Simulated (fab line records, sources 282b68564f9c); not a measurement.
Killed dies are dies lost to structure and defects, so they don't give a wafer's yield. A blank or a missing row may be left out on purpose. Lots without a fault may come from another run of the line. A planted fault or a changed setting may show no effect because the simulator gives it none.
fab line records | flow rit_cmos
record lots=5 wafers=15 last_day=7
route steps=202 shown SDANNEAL@156 PSD@157 NSD@158 PLDD@159 NLDD@160 SILICIDE@161 CONTACT@168 M1@184
lots that met no fault: from a run of the same line without faults
start_h: hours from the record's first day to the start of the lot's first wafer shown | wait_h: hours since the lot's step before | " the same as in the row above | L1.1+2: a row that stands for several wafers | - no value, or no start given | * or withheld: withheld | < > ~ a bound
route shown NAME@n: a module of which the file shows steps, and the number in the route of the first | usual: mean/standard deviation of fault-free wafers | same: alike in all rows | chamber/n: place in a boat | sites: the reading at each site | _std_site: their standard deviation | _edge_site: outer sites' mean less inner sites' | radius_mm: how far each site lies from the wafer's centre | mask NAME#n: copy n | behind: the tool/chamber that last shaped the wafer | hold: why the lot was held/for how many hours/how that ended | device: the transistor (n, p or np) that didn't switch | end of line: the same wafers' tests at the end of the route | a step without rows: its recipe alone | killed: dies lost to structure and defects at the first sort, not the wafer's yield | map: a wafer's dies, x killed, . not, _ none there
set.NAME: the setting as run; set.NAME@STEP: as run at that earlier step | model.NAME: the simulator's own value behind a step, which no gauge read
lots at some steps of the route; a table a step, a row a wafer
services: from which hour (start_h, from the record's first day; less than 0 if before it) a tool's chamber was out of use, for how many hours, and why
## steps
# step RIT_SDANNEAL_RTA_03
# recipe temp_c=1050 time_s=5 idle_temp_c=600 ramp_up_c_per_s=342 ramp_down_c_per_s=171 cool_to_c=600 ambient=N2
# step RIT_SDANNEAL_RS_MEAS_04
# recipe thk_meas_gauge=four-point-probe
# usual PSD_RS=116.1/0.3
# columns lot.wafer tool chamber start_h wait_h PSD_RS[ohm/sq]
L570.1 film_metro-03 - 86.63 0.0 116.0
L570.2 " - " " 116.2
L570.5 " - " " 116.0
L577.1 film_metro-04 - 122.31 0.1 116.1
L577.2 " - " " 116.0
L577.4 " - " " 115.8
L581.1 film_metro-04 - 142.07 0.0 115.8
L581.3 " - " " 115.7
L581.5 " - " " 115.8
L583.2 film_metro-03 - 155.35 0.1 116.3
L583.3 " - " " 116.3
L583.4 " - " " 116.6
L586.1 film_metro-03 - 170.49 0.0 116.8
L586.2 " - " " 116.0
L586.6 " - " " 116.1
# step RIT_SDANNEAL_RS_MEAS_05
# recipe thk_meas_gauge=four-point-probe
# usual NSD_RS=84.5/0.33
# columns lot.wafer tool chamber start_h wait_h NSD_RS[ohm/sq]
L570.1 film_metro-03 - 86.75 0.1 85.1
L570.2 " - " " 84.9
L570.5 " - " " 85.0
L577.1 film_metro-04 - 122.43 0.1 84.0
L577.2 " - " " 84.1
L577.4 " - " " 83.9
L581.1 film_metro-04 - 142.19 0.1 84.6
L581.3 " - " " 84.3
L581.5 " - " " 84.6
L583.2 film_metro-03 - 155.47 0.1 84.8
L583.3 " - " " 84.6
L583.4 " - " " 84.8
L586.1 film_metro-03 - 170.61 0.1 85.0
L586.2 " - " " 84.5
L586.6 " - " " 84.5
# step RIT_SDANNEAL_RS_MEAS_06
# recipe thk_meas_gauge=four-point-probe
# usual PLDD_RS=178.7/0.54
# columns lot.wafer tool chamber start_h wait_h PLDD_RS[ohm/sq]
L570.1 film_metro-03 - 86.87 0.1 177.6
L570.2 " - " " 177.9
L570.5 " - " " 178.1
L577.1 film_metro-04 - 122.55 0.1 179.0
L577.2 " - " " 178.8
L577.4 " - " " 178.8
L581.1 film_metro-04 - 142.31 0.1 178.2
L581.3 " - " " 178.6
L581.5 " - " " 177.7
L583.2 film_metro-03 - 155.59 0.1 179.6
L583.3 " - " " 179.8
L583.4 " - " " 179.0
L586.1 film_metro-03 - 170.73 0.1 179.5
L586.2 " - " " 179.2
L586.6 " - " " 179.4
# step RIT_SDANNEAL_RS_MEAS_07
# recipe thk_meas_gauge=four-point-probe
# usual NLDD_RS=151.6/0.58
# columns lot.wafer tool chamber start_h wait_h NLDD_RS[ohm/sq]
L570.1 film_metro-03 - 86.99 0.1 152.3
L570.2 " - " " 151.9
L570.5 " - " " 151.6
L577.1 film_metro-04 - 122.67 0.1 151.7
L577.2 " - " " 152.3
L577.4 " - " " 152.3
L581.1 film_metro-04 - 142.43 0.1 150.8
L581.3 " - " " 150.7
L581.5 " - " " 151.3
L583.2 film_metro-03 - 155.71 0.1 152.6
L583.3 " - " " 152.2
L583.4 " - " " 152.2
L586.1 film_metro-03 - 170.85 0.1 151.6
L586.2 " - " " 151.2
L586.6 " - " " 151.3
# step RIT_SILICIDE_WET_ETCH_00
# recipe chemistry=BOE target=SiO2 target_depth_nm=14 time_s=15 dry=n2_spin dilution=10:1 temp_c=21.5
# step RIT_SILICIDE_SPUTTER_01
# recipe material=Ti target_thk_nm=30 power_w=350 chamber_pressure_pa=0.667 gas=Ar time_s=240 substrate_temp_c=25
# usual throttle_valve_pct=29.9/0.91
# columns lot.wafer tool chamber start_h wait_h throttle_valve_pct
L570.1 pvd_sputter-03 - 87.12 0.0 29.7
L570.2 " - " " 28.9
L570.5 " - " " 29.7
L577.1 pvd_sputter-04 - 122.81 0.0 30.3
L577.2 " - " " 28.8
L577.4 " - " " 29.2
L581.1 pvd_sputter-04 - 142.56 0.0 29.2
L581.3 " - " " 30.5
L581.5 " - " " 28.8
L583.2 pvd_sputter-04 - 155.82 0.0 29.2
L583.3 " - " " 31.5
L583.4 " - " " 30.3
L586.1 pvd_sputter-03 - 170.98 0.0 29.0
L586.2 " - " " 30.0
L586.6 " - " " 29.5
# step RIT_SILICIDE_RS_MEAS_02
# recipe thk_meas_gauge=four-point-probe reads=Ti_of_SILICIDE_SPUTTER_01
# usual SILICIDE_TI_RS=47.8/0.75
# columns lot.wafer tool chamber start_h wait_h SILICIDE_TI_RS[ohm/sq]
L570.1 film_metro-04 - 87.27 0.1 47.8
L570.2 " - " " 47.5
L570.5 " - " " 48.0
L577.1 film_metro-01 - 122.96 0.1 48.0
L577.2 " - " " 47.4
L577.4 " - " " 48.3
L581.1 film_metro-01 - 142.71 0.1 47.5
L581.3 " - " " 48.1
L581.5 " - " " 47.2
L583.2 film_metro-01 - 155.99 0.1 47.5
L583.3 " - " " 48.1
L583.4 " - " " 48.0
L586.1 film_metro-01 - 171.13 0.1 46.7
L586.2 " - " " 47.2
L586.6 " - " " 46.5
# step RIT_SILICIDE_THK_MEAS_03
# recipe thk_meas_gauge=xrf reads=Ti_of_SILICIDE_SPUTTER_01
# usual SILICIDE_TI_THK=29.6/0.43
# columns lot.wafer tool chamber start_h wait_h SILICIDE_TI_THK[nm]
L570.1 film_metro-04 - 87.39 0.1 29.5
L570.2 " - " " 29.7
L570.5 " - " " 29.5
L577.1 film_metro-01 - 123.08 0.1 29.4
L577.2 " - " " 29.7
L577.4 " - " " 29.4
L581.1 film_metro-01 - 142.83 0.1 29.7
L581.3 " - " " 29.5
L581.5 " - " " 29.9
L583.2 film_metro-01 - 156.10 0.1 29.7
L583.3 " - " " 29.4
L583.4 " - " " 29.4
L586.1 film_metro-01 - 171.25 0.1 30.2
L586.2 " - " " 29.9
L586.6 " - " " 30.2
# step RIT_SILICIDE_RTA_04
# recipe temp_c=650 time_s=10 idle_temp_c=25 ramp_up_s=5 ramp_down_s=5 cool_to_c=25 ambient=N2
# usual chamber_o2_ppm=2.006/0.022 wafer_temp_C_max=654.9/1.1
# columns lot.wafer tool chamber start_h wait_h chamber_o2_ppm wafer_temp_C_max
L570.1 rtp_anneal-01 0 87.45 0.1 2.009 654.8
L570.2 " 0 " " 1.982 655.3
L570.5 " 0 " " 2.014 655.9
L577.1 rtp_anneal-02 0 123.14 0.1 2.011 655.5
L577.2 " 0 " " 2.038 654.6
L577.4 " 0 " " 2.019 654.5
L581.1 rtp_anneal-02 0 142.89 0.1 2.023 654.1
L581.3 " 0 " " 2.020 653.0
L581.5 " 0 " " 2.035 654.7
L583.2 rtp_anneal-02 0 156.16 0.1 2.042 654.9
L583.3 " 0 " " 2.020 655.6
L583.4 " 0 " " 1.992 654.8
L586.1 rtp_anneal-01 0 171.31 0.1 1.996 655.5
L586.2 " 0 " " 2.004 655.4
L586.6 " 0 " " 2.046 654.6
# step RIT_SILICIDE_WET_ETCH_05
# recipe chemistry=SPM target=Ti temp_c=90 time_s=120 dry=n2_spin
# step RIT_SILICIDE_RTA_06
# recipe temp_c=750 time_s=10 idle_temp_c=25 ramp_up_s=5 ramp_down_s=10 cool_to_c=25 ambient=N2
# usual chamber_o2_ppm=2.000/0.023 wafer_temp_C_max=755.3/1
# columns lot.wafer tool chamber start_h wait_h chamber_o2_ppm wafer_temp_C_max
L570.1 rtp_anneal-02 0 87.56 0.0 1.986 754.9
L570.2 " 0 " " 2.005 755.0
L570.5 " 0 " " 2.037 755.4
L577.1 rtp_anneal-01 0 123.25 0.0 1.977 755.7
L577.2 " 0 " " 2.037 756.9
L577.4 " 0 " " 2.040 755.9
L581.1 rtp_anneal-01 0 143.01 0.0 2.010 754.6
L581.3 " 0 " " 1.970 754.9
L581.5 " 0 " " 2.009 754.3
L583.2 rtp_anneal-01 0 156.27 0.0 2.004 756.3
L583.3 " 0 " " 2.012 755.7
L583.4 " 0 " " 1.978 755.2
L586.1 rtp_anneal-02 0 171.42 0.0 2.038 755.5
L586.2 " 0 " " 2.017 754.1
L586.6 " 0 " " 2.016 755.1
# step RIT_CONTACT_CVD_00
# recipe material=SiO2 target_thk_nm=400 precursor=TEOS temp_c=390 time_s=61 rf_w=400
# usual heater_power_w=334/48 run_length_s=88.9/0.56
# columns lot.wafer tool chamber start_h wait_h heater_power_w run_length_s model.SiO2_of_CONTACT_CVD_00.thk_nm
L570.1 pecvd-01 1 87.63 0.1 233 88.5 397.6
L570.2 " 2 " " 300 88.3 401.7
L570.5 " 2 " " 309 88.2 408.1
L577.1 pecvd-03 1 123.38 0.1 381 89.7 394.8
L577.2 " 2 " " 263 88.5 393.6
L577.4 " 2 " " 278 88.2 397.9
L581.1 pecvd-01 1 143.07 0.1 290 88.4 398.9
L581.3 " 2 " " 294 75.7 314.8
L581.5 " 2 " " 300 75.8 322.4
L583.2 pecvd-03 2 156.33 0.0 288 88.2 391.4
L583.3 " 0 " " 317 88.9 393.9
L583.4 " 2 " " 306 88.2 397.6
L586.1 pecvd-03 2 171.49 0.1 344 88.3 394.9
L586.2 " 0 " " 403 89.4 399
L586.6 " 1 " " 407 90.6 400.5
# step RIT_CONTACT_THK_MEAS_01
# recipe reads=SiO2_of_CONTACT_CVD_00
# usual CONTACT_TEOS_THK=399/5
# columns lot.wafer tool chamber start_h wait_h CONTACT_TEOS_THK[nm]
L570.1 film_metro-01 - 87.68 0.0 397
L570.2 " - " " 402
L570.5 " - " " 408
L577.1 film_metro-04 - 123.43 0.0 394
L577.2 " - " " 394
L577.4 " - " " 398
L581.1 film_metro-02 - 143.12 0.0 399
L581.3 " - " " 315
L581.5 " - " " 322
L583.2 film_metro-02 - 156.39 0.0 391
L583.3 " - " " 394
L583.4 " - " " 398
L586.1 film_metro-01 - 171.54 0.0 395
L586.2 " - " " 399
L586.6 " - " " 401
# step RIT_CONTACT_HMDS_02
# recipe prime_time_s=60 prime_temp_c=140
# step RIT_CONTACT_COAT_03
# recipe resist=NOVOLAK spin_rpm=3250 resist_thk_nm=981
# step RIT_CONTACT_SOFTBAKE_04
# recipe resist=NOVOLAK temp_c=90 time_s=60
# step RIT_CONTACT_EXPOSE_05
# recipe mask_id=M11 na=0.6 source_shape=conventional sigma_outer=0.5 target_cd_nm=1000 dose_mj=250
# step RIT_CONTACT_PEB_06
# recipe resist=NOVOLAK temp_c=withheld time_s=withheld
# step RIT_CONTACT_DEVELOP_07
# recipe resist=NOVOLAK develop_time_s=120 dev_temp_c=23
# step RIT_CONTACT_CD_MEAS_08
# recipe target_cd_nm=1000
# usual cd_nm=999.5/2.1
# columns lot.wafer tool chamber start_h wait_h cd_nm
L570.1 cd_sem-01 - 88.70 - 997.7
L570.2 " - " " 998.7
L570.5 " - " " 998.4
L577.1 cd_sem-01 - 124.58 - 999.5
L577.2 " - " " 998.4
L577.4 " - " " 999.4
L581.1 cd_sem-02 - 144.28 - 1001.3
L581.3 " - " " 1001.4
L581.5 " - " " 1001.2
L583.2 cd_sem-02 - 157.55 - 996.1
L583.3 " - " " 994.7
L583.4 " - " " 996.1
L586.1 cd_sem-02 - 172.58 - 997.7
L586.2 " - " " 999.0
L586.6 " - " " 997.7
# step RIT_CONTACT_OVL_MEAS_09
# usual CONTACT_OVL=0.1/1.5
# columns lot.wafer tool chamber start_h wait_h CONTACT_OVL[nm]
L570.1 overlay-01 - 88.82 0.1 -1.8
L570.2 " - " " -1.7
L570.5 " - " " -1.3
L577.1 overlay-02 - 124.70 0.1 -1.9
L577.2 " - " " -0.1
L577.4 " - " " -0.6
L581.1 overlay-02 - 144.40 0.1 3.3
L581.3 " - " " 2.1
L581.5 " - " " 1.5
L583.2 overlay-02 - 157.66 0.1 0.0
L583.3 " - " " -1.7
L583.4 " - " " -0.3
L586.1 overlay-01 - 172.70 0.1 0.4
L586.2 " - " " -0.8
L586.6 " - " " 0.8
# step RIT_CONTACT_HARDBAKE_10
# recipe resist=NOVOLAK temp_c=140 time_s=60
# step RIT_CONTACT_ETCH_11
# recipe target_depth_a=4800 over_etch_frac=0.2 stop_on=TiSi2 chemistry=CHF3/CF4/Ar target=SiO2 CHF3_flow_sccm=50 cf4_flow_sccm=10 Ar_flow_sccm=100 O2_flow_sccm=5 pressure_mtorr=100 rf_w=200 time_s=320
# usual chamber_pressure_mTorr=100.01/0.096 drypump_motor_current_A=5.7/0.45 oes_product_au=0.994/0.016 throttle_valve_pct=8.90/0.14
# same over_etch_frac=0.2
# columns lot.wafer tool chamber start_h wait_h chamber_pressure_mTorr drypump_motor_current_A oes_product_au rf_hours_counter_h throttle_valve_pct model.CONTACT.feature_depth_nm model.etch.depth_nm
L570.1 rie_diel-01 2 89.01 0.1 99.90 5.2 0.993 113 8.85 397.6 397.6
L570.2 " 1 " " 99.95 5.3 0.994 73 8.77 401.7 401.7
L570.5 " 0 " " 100.02 5.7 0.969 - 8.67 408.1 408.1
L577.1 rie_diel-02 0 124.89 0.1 100.06 6.3 1.016 5 9.16 394.8 394.8
L577.2 " 3 " " 100.05 5.4 1.017 133 9.03 393.6 393.6
L577.4 " 1 " " 99.93 5.2 0.980 67 8.72 397.9 397.9
L581.1 rie_diel-01 2 144.58 0.1 100.08 5.3 0.988 114 8.83 398.9 398.9
L581.3 " 0 " " 100.07 5.7 0.961 110 8.66 314.8 314.8
L581.5 " 1 " " 100.13 5.3 0.991 - 8.79 322.4 322.4
L583.2 rie_diel-01 3 157.84 0.1 100.08 4.9 0.980 1 8.87 391.4 391.4
L583.3 " 2 " " 100.02 5.3 0.982 114 8.83 393.9 393.9
L583.4 " 0 " " 100.14 5.7 0.967 111 8.68 397.6 397.6
L586.1 rie_diel-02 2 172.89 0.1 99.97 6.2 1.000 16 8.88 394.9 394.9
L586.2 " 1 " " 100.08 5.2 0.975 68 8.72 399 399
L586.6 " 0 " " 100.10 6.3 1.011 - 9.18 400.5 400.5
# step RIT_CONTACT_STRIP_12
# recipe chemistry=O2 time_s=180 resist=NOVOLAK platen_temp_c=withheld power_w=500 pressure_mtorr=4000 o2_flow_sccm=4000
# usual chamber_pressure_mTorr=4001/3.3 drypump_motor_current_A=5.4/0.49
# columns lot.wafer tool chamber start_h wait_h chamber_pressure_mTorr drypump_motor_current_A rf_hours_counter_h
L570.1 plasma_asher-01 0 89.20 0.1 4000 5.4 47
L570.2 " 1 " " 4000 4.8 47
L570.5 " 1 " " 4001 4.8 -
L577.1 plasma_asher-02 1 125.09 0.1 4004 6.0 1
L577.2 " 0 " " 4000 5.9 1
L577.4 " 0 " " 4000 5.9 -
L581.1 plasma_asher-02 0 144.78 0.1 4004 5.9 2
L581.3 " 0 " " 4001 5.9 -
L581.5 " 0 " " 4006 5.9 -
L583.2 plasma_asher-02 1 158.03 0.1 4003 6.0 4
L583.3 " 1 " " 3994 6.0 -
L583.4 " 0 " " 4001 5.9 -
L586.1 plasma_asher-03 0 173.08 0.1 4000 5.0 56
L586.2 " 1 " " 4003 5.9 56
L586.6 " 0 " " 4004 5.0 -
# step RIT_CONTACT_CD_MEAS_90
# recipe target_cd_nm=1000
# usual cd_nm=999.5/2.1
# columns lot.wafer tool chamber start_h wait_h cd_nm
L570.1 cd_sem-01 - 89.38 0.1 997.8
L570.2 " - " " 998.6
L570.5 " - " " 998.1
L577.1 cd_sem-01 - 125.26 0.1 999.6
L577.2 " - " " 998.9
L577.4 " - " " 1000.2
L581.1 cd_sem-01 - 144.95 0.1 1001.2
L581.3 " - " " 1000.7
L581.5 " - " " 1000.7
L583.2 cd_sem-01 - 158.23 0.1 995.7
L583.3 " - " " 995.0
L583.4 " - " " 995.4
L586.1 cd_sem-01 - 173.26 0.1 997.6
L586.2 " - " " 999.7
L586.6 " - " " 997.9
# step RIT_CONTACT_CLEAN_13
# recipe chemistry=SC1 mix=3:3:50 time_s=600 temp_c=75
# step RIT_CONTACT_CLEAN_14
# recipe chemistry=SC2 mix=3:3:50 time_s=600 temp_c=75 dry=n2_spin
# step RIT_M1_SPUTTER_00
# recipe material=Al target_thk_nm=400 power_w=2000 chamber_pressure_pa=0.4 gas=Ar time_s=500 substrate_temp_c=25
# usual throttle_valve_pct=30.1/1.2
# columns lot.wafer tool chamber start_h wait_h throttle_valve_pct
L570.1 pvd_sputter-02 - 89.85 0.0 28.7
L570.2 " - " " 29.0
L570.5 " - " " 29.9
L577.1 pvd_sputter-02 - 125.75 0.0 28.5
L577.2 " - " " 30.1
L577.4 " - " " 31.1
L581.1 pvd_sputter-02 - 145.49 0.0 28.7
L581.3 " - " " 31.0
L581.5 " - " " 31.1
L583.2 pvd_sputter-02 - 158.87 0.0 28.5
L583.3 " - " " 31.2
L583.4 " - " " 30.1
L586.1 pvd_sputter-01 - 173.73 0.0 30.2
L586.2 " - " " 31.6
L586.6 " - " " 31.6
# step RIT_M1_RS_MEAS_01
# recipe thk_meas_gauge=four-point-probe reads=Al_of_M1_SPUTTER_00
# usual M1_AL_RS=0.0733/0.0007
# columns lot.wafer tool chamber start_h wait_h M1_AL_RS[ohm/sq]
L570.1 film_metro-03 - 90.14 0.1 0.0740
L570.2 " - " " 0.0722
L570.5 " - " " 0.0727
L577.1 film_metro-03 - 126.04 0.1 0.0739
L577.2 " - " " 0.0726
L577.4 " - " " 0.0722
L581.1 film_metro-04 - 145.78 0.1 0.0731
L581.3 " - " " 0.0725
L581.5 " - " " 0.0719
L583.2 film_metro-03 - 159.18 0.2 0.0744
L583.3 " - " " 0.0728
L583.4 " - " " 0.0730
L586.1 film_metro-02 - 174.02 0.1 0.0739
L586.2 " - " " 0.0740
L586.6 " - " " 0.0734
# step RIT_M1_THK_MEAS_02
# recipe thk_meas_gauge=xrf reads=Al_of_M1_SPUTTER_00
# usual M1_AL_THK=416/4.5
# columns lot.wafer tool chamber start_h wait_h M1_AL_THK[nm]
L570.1 film_metro-03 - 90.26 0.1 411
L570.2 " - " " 421
L570.5 " - " " 418
L577.1 film_metro-03 - 126.16 0.1 413
L577.2 " - " " 421
L577.4 " - " " 425
L581.1 film_metro-04 - 145.90 0.1 420
L581.3 " - " " 425
L581.5 " - " " 427
L583.2 film_metro-03 - 159.29 0.1 413
L583.3 " - " " 420
L583.4 " - " " 417
L586.1 film_metro-02 - 174.14 0.1 412
L586.2 " - " " 413
L586.6 " - " " 412
# step RIT_M1_HMDS_03
# recipe prime_time_s=61.49 prime_temp_c=140
# step RIT_M1_COAT_04
# recipe resist=NOVOLAK spin_rpm=2000 resist_thk_nm=1300
# step RIT_M1_SOFTBAKE_05
# recipe resist=NOVOLAK temp_c=90 time_s=60
# step RIT_M1_EXPOSE_06
# recipe mask_id=M12 na=0.6 source_shape=conventional sigma_outer=0.5 target_cd_nm=2600 dose_mj=250
# step RIT_M1_PEB_07
# recipe resist=NOVOLAK temp_c=withheld time_s=withheld
# step RIT_M1_DEVELOP_08
# recipe resist=NOVOLAK develop_time_s=68 dev_temp_c=23
# step RIT_M1_CD_MEAS_09
# recipe target_cd_nm=2600
# usual cd_nm=2599.7/2.1
# columns lot.wafer tool chamber start_h wait_h cd_nm
L570.1 cd_sem-01 - 91.37 - 2596.4
L570.2 " - " " 2598.3
L570.5 " - " " 2597.9
L577.1 cd_sem-01 - 127.37 - 2600.1
L577.2 " - " " 2598.0
L577.4 " - " " 2599.5
L581.1 cd_sem-02 - 147.00 - 2604.0
L581.3 " - " " 2607.0
L581.5 " - " " 2602.7
L583.2 cd_sem-02 - 160.34 - 2596.6
L583.3 " - " " 2598.1
L583.4 " - " " 2597.1
L586.1 cd_sem-02 - 175.08 - 2600.4
L586.2 " - " " 2602.3
L586.6 " - " " 2601.4
# step RIT_M1_OVL_MEAS_10
# usual M1_OVL=-0.3/1.4
# columns lot.wafer tool chamber start_h wait_h M1_OVL[nm]
L570.1 overlay-02 - 91.49 0.1 -2.3
L570.2 " - " " -2.7
L570.5 " - " " -0.7
L577.1 overlay-02 - 127.49 0.1 -0.1
L577.2 " - " " -0.6
L577.4 " - " " -1.0
L581.1 overlay-01 - 147.12 0.1 -3.6
L581.3 " - " " -1.8
L581.5 " - " " -0.3
L583.2 overlay-01 - 160.45 0.1 -1.8
L583.3 " - " " -1.1
L583.4 " - " " -1.1
L586.1 overlay-02 - 175.20 0.1 0.0
L586.2 " - " " 0.2
L586.6 " - " " 0.2
# step RIT_M1_HARDBAKE_11
# recipe resist=NOVOLAK temp_c=140 time_s=120
# step RIT_M1_METAL_ETCH_12
# recipe stop_on=SiO2 chemistry=Cl2/BCl3 target=Al time_s=165 over_etch_frac=0.4697 pressure_mtorr=100 target_depth_a=6000 rf_w=250 Cl2_flow_sccm=60 bcl3_flow_sccm=50
# usual chamber_pressure_mTorr=100.01/0.096 drypump_motor_current_A=5.7/0.32 oes_product_au=0.785/0.014 throttle_valve_pct=8.30/0.095
# same over_etch_frac=0.4697
# columns lot.wafer tool chamber start_h wait_h chamber_pressure_mTorr drypump_motor_current_A oes_product_au rf_hours_counter_h throttle_valve_pct model.SiO2_of_CONTACT_CVD_00.thk_nm
L570.1 rie_metal-04 1 91.78 0.2 99.95 5.4 0.784 3 8.34 361.2
L570.2 " 0 " " 100.04 6.0 0.777 3 8.27 365.2
L570.5 " 1 " " 99.91 5.4 0.796 - 8.35 371.9
L577.1 rie_metal-01 1 127.94 0.2 100.05 6.1 0.788 33 8.31 358.3
L577.2 " 0 " " 100.01 5.9 0.815 38 8.33 358.2
L577.4 " 1 " " 100.16 6.1 0.802 - 8.31 361.5
L581.1 rie_metal-04 1 147.41 0.2 100.05 5.4 0.795 4 8.35 363.2
L581.3 " 0 " " 100.08 6.0 0.785 - 8.28 278.4
L581.5 " 0 " " 100.00 6.0 0.792 - 8.25 286.2
L583.2 rie_metal-01 0 160.73 0.2 100.14 6.0 0.776 0 8.32 357.2
L583.3 " 1 " " 100.11 6.1 0.792 - 8.31 357.4
L583.4 " 0 " " 100.05 6.0 0.787 - 8.32 363.4
L586.1 rie_metal-01 1 175.58 0.2 99.95 6.2 0.781 0 8.33 358.5
L586.2 " 0 " " 100.01 6.0 0.774 0 8.32 364.8
L586.6 " 0 " " 100.11 6.0 0.781 - 8.33 365.9
# step RIT_M1_STRIP_13
# recipe chemistry=nmp resist=NOVOLAK temp_c=80 time_s=600 dry=n2_spin
# step RIT_M1_PROBE_99
# usual killed_at_front_end=6.6/2.9 killed_dies=6.6/3 killed_open=3.4/2 killed_short=3.2/2
# same gross_dies=264 killed_at_M0_to_M3=0 killed_at_M4_up=0 killed_at_back_side=0 killed_at_contacts=0 killed_at_other=0
# columns lot.wafer tool chamber start_h wait_h killed_at_front_end killed_dies killed_open killed_short model.etest.field_p_metal.vt_v model.etest.nmos_0p15.junction_log10_a_um model.etest.nmos_narrow.off_log10_a_um model.etest.nmos_0p3.off_log10_a_um model.etest.pmos_0p15.junction_log10_a_um model.etest.antenna_contact.vt_shift_v
L570.1 prober-01 - 94.04 0.1 4 4 2 2 -27.97 -13.57 -13.09 -13.02 -13.76 -0.01528
L570.2 prober-01 - 94.09 0.1 6 6 3 3 -28.47 -13.59 -13.18 -13.02 -13.86 -0.007783
L570.5 prober-01 - 94.24 0.2 8 8 4 4 -28.69 -13.56 -13.18 -12.97 -13.79 -0.007606
L577.1 prober-02 - 130.19 0.1 3 3 1 2 -29.17 -13.69 -13.14 -13.02 -13.83 -0.00691
L577.2 prober-02 - 130.24 0.1 8 8 2 6 -29.22 -13.52 -13.16 -12.86 -13.65 -0.01535
L577.4 prober-02 - 130.34 0.2 1 1 0 1 -29.4 -13.57 -13.12 -12.96 -13.68 -0.01442
L581.1 prober-02 - 149.66 0.1 5 5 5 0 -30.05 -13.48 -12.86 -12.74 -13.95 -0.01179
L581.3 prober-02 - 149.76 0.2 8 8 6 2 -25.72 -12.94 -12.72 -12.66 -13.64 -0.01826
L581.5 prober-02 - 149.86 0.2 3 3 2 1 -26.35 -12.9 -12.71 -12.66 -13.61 -0.02466
L583.2 prober-02 - 163.04 0.1 6 6 4 2 -30.65 -13.63 -13.05 -12.87 -13.71 -0.01162
L583.3 prober-02 - 163.09 0.2 8 8 5 3 -30.75 -13.68 -13.03 -12.82 -13.88 -0.0175
L583.4 prober-02 - 163.14 0.2 4 4 1 3 -30.01 -13.55 -13.02 -12.72 -13.85 -0.008655
L586.1 prober-01 - 177.83 0.1 10 10 6 4 -30.15 -13.74 -13.14 -13.03 -13.78 -0.01286
L586.2 prober-01 - 177.88 0.1 14 14 3 11 -30.08 -13.64 -13.09 -13.05 -13.76 -0.01203
L586.6 prober-01 - 178.08 0.2 5 5 3 2 -30.57 -13.53 -13.3 -13.12 -13.84 -0.01093
# killed by level:class
L570.1 SPACER:geometric_particle:open=2 FOX2:geometric_particle:short=1 SPACER:geometric_particle:short=1
L570.2 SILICIDE:geometric_particle:open=3 SPACER:geometric_particle:short=2 SILICIDE:geometric_particle:short=1
L570.5 REOX:geometric_particle:open=3 SPACER:geometric_particle:short=2 FOX2:geometric_particle:short=1 GATE:geometric_particle:short=1 SILICIDE:geometric_particle:open=1
L577.1 FOX1:geometric_particle:short=1 REOX:geometric_particle:open=1 REOX:geometric_particle:short=1
L577.2 GATE:geometric_particle:short=2 SPACER:geometric_particle:short=2 SILICIDE:geometric_particle:short=2 FOX1:geometric_particle:open=1 GATE:geometric_particle:open=1
L577.4 REOX:geometric_particle:short=1
L581.1 GATE:geometric_particle:open=4 FOX2:geometric_particle:open=1
L581.3 GATE:geometric_particle:open=4 GATE:geometric_particle:short=2 FOX2:geometric_particle:open=1 SILICIDE:geometric_particle:open=1
L581.5 GATE:geometric_particle:short=1 SPACER:geometric_particle:open=1 SILICIDE:geometric_particle:open=1
L583.2 GATE:geometric_particle:short=2 GATE:geometric_particle:open=1 REOX:geometric_particle:open=1 SPACER:geometric_particle:open=1 SILICIDE:geometric_particle:open=1
L583.3 GATE:geometric_particle:open=3 REOX:geometric_particle:open=2 FOX1:geometric_particle:short=1 GATE:geometric_particle:short=1 REOX:geometric_particle:short=1
L583.4 GATE:geometric_particle:short=1 REOX:geometric_particle:short=1 SPACER:geometric_particle:open=1 SPACER:geometric_particle:short=1
L586.1 GATE:geometric_particle:open=2 SPACER:geometric_particle:open=2 SILICIDE:geometric_particle:short=2 FOX2:geometric_particle:open=1 GATE:geometric_particle:short=1 SPACER:geometric_particle:short=1 SILICIDE:geometric_particle:open=1
L586.2 GATE:geometric_particle:short=3 FOX1:geometric_particle:short=2 SPACER:geometric_particle:short=2 SILICIDE:geometric_particle:open=2 ACTIVE:geometric_particle:short=1 FOX1:geometric_particle:open=1 FOX2:geometric_particle:short=1 REOX:geometric_particle:short=1
L586.6 SPACER:geometric_particle:open=2 FOX1:geometric_particle:short=1 REOX:geometric_particle:open=1 SILICIDE:geometric_particle:short=1
## services
# columns tool chamber start_h hours kind
pvd_sputter-03 - 64.77 0.5 repair
pecvd-01 - 65.49 6.0 pm
plasma_asher-03 - 68.20 8.0 repair
rie_diel-01 3 76.00 - clean
rie_diel-01 3 76.00 20.0 scheduled_down
rie_diel-01 3 76.00 20.0 vent_cycle
plasma_asher-01 - 90.33 1.3 repair
rie_diel-01 1 91.97 6.0 repair
rie_diel-01 0 99.73 3.7 repair
rie_metal-04 0 104.10 11.0 repair
pvd_sputter-02 - 105.31 2.0 repair
pvd_sputter-01 - 107.00 4.5 repair
rie_diel-01 - 108.20 0.7 repair
plasma_asher-02 - 108.75 9.0 pm
plasma_asher-02 0 108.75 9.0 vent_cycle
plasma_asher-02 1 108.75 9.0 vent_cycle
rie_diel-01 1 123.27 3.6 repair
rie_diel-02 - 128.31 1.4 repair
rie_diel-02 2 131.29 5.3 repair
rie_diel-01 2 132.34 2.6 repair
plasma_asher-02 - 135.05 4.4 repair
rie_metal-01 - 136.12 20.0 pm
pecvd-03 2 142.83 11.6 repair
rtp_anneal-01 - 164.61 0.7 pm
## key
first_sign step=RIT_CONTACT_CVD_00 reading=run_length_s direction=down sigmas=23 usual=* struck=*
effect step=RIT_CONTACT_THK_MEAS_01 reading=CONTACT_TEOS_THK direction=down sigmas=16 usual=399 struck=319
model_effect step=RIT_CONTACT_CVD_00 value=SiO2_of_CONTACT_CVD_00.thk_nm without=401.9 struck=318.6
model_effect step=RIT_CONTACT_ETCH_11 value=CONTACT.feature_depth_nm without=401.9 struck=318.6
model_effect step=RIT_M1_METAL_ETCH_12 value=SiO2_of_CONTACT_CVD_00.thk_nm without=365.6 struck=282.3
model_effect step=RIT_M1_PROBE_99 value=etest.field_p_metal.vt_v without=-30.27 struck=-26.04
met_at RIT_CONTACT_CVD_00
struck_wafers L581.3,L581.5
tester_left_out L581
onset_between 87.63 143.07
fault kind=process_parameter_drift tool=pecvd-01 chamber=2 onset_h=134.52 steps=RIT_CONTACT_CVD_00 channel=time_s offset=* shape=step end_h=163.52 stated=*
# tester_left_out: of these lots the tester's yield and bins aren't shown, on N5 and GAA mostly nor the transistor test; their killed dies are dies lost to structure and defects alone, not to doping, threshold or leakage, so they don't give the yield
